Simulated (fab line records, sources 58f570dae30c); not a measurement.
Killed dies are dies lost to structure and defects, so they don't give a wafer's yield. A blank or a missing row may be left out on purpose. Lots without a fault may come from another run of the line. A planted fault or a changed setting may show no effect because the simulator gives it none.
Which tool did it? | flow berkeley_cmos170 | 7 lots, 21 wafers sampled, at 2 steps of a route of 331

WHAT THE GAUGES READ, wafer by wafer
UCB170_V1_OVL_MEAS_13.
lot  | measured     | on         | V1_OVL (nm)
L750 | day 8 05:00  | overlay-02 | -3 -6 -7
L751 | day 8 14:20  | overlay-01 | -1 -4 -3
L753 | day 8 22:39  | overlay-02 | 7 2 6
L756 | day 8 23:13  | overlay-02 | 11 9 6
L757 | day 9 16:44  | overlay-01 | 7 10 6
L765 | day 11 06:04 | overlay-01 | -3 2 1
L767 | day 11 22:05 | overlay-02 | 3 13 7

WHICH TOOL RAN EACH LOT (tool, then ch and the chambers of the sampled wafers, then the start)
lot  | UCB170_V1_CVD_00
L750 | pecvd-02 ch 0,1,2, day 8 02:34
L751 | pecvd-03 ch 0,1, day 8 11:33
L753 | pecvd-02 ch 0,1,2, day 8 20:24
L756 | pecvd-03 ch 0,1,2, day 8 20:29
L757 | pecvd-02 ch 0,1,2, day 9 14:26
L765 | pecvd-03 ch 0,1,2, day 11 03:36
L767 | pecvd-04 ch 0,1,2, day 11 20:08
- UCB170_V1_CVD_00: deposits SiO2 from TEOS/O2, target thk 2000 nm, time 250 s.

THE ANSWER, worked out from the rows above alone
Rule: what is usual is taken from the lots themselves. Put in order of their means at a reading, lots are off if they are a third of the lots or fewer, leave a main group of 4 or more, and stand apart from it by a gap of 3 or more times the standard deviation of the main group's means; of several such gaps the widest counts. A main group whose means are all the same, to the digits that the tables above print for the reading, isn't used. A lot without any number at a reading at which 4 lots or more have one is off too. The other lots that the step has rows for count as sound.
No lot is off at any reading shown: from this, nothing can be told.

WHAT THE SIMULATOR HAD PUT IN
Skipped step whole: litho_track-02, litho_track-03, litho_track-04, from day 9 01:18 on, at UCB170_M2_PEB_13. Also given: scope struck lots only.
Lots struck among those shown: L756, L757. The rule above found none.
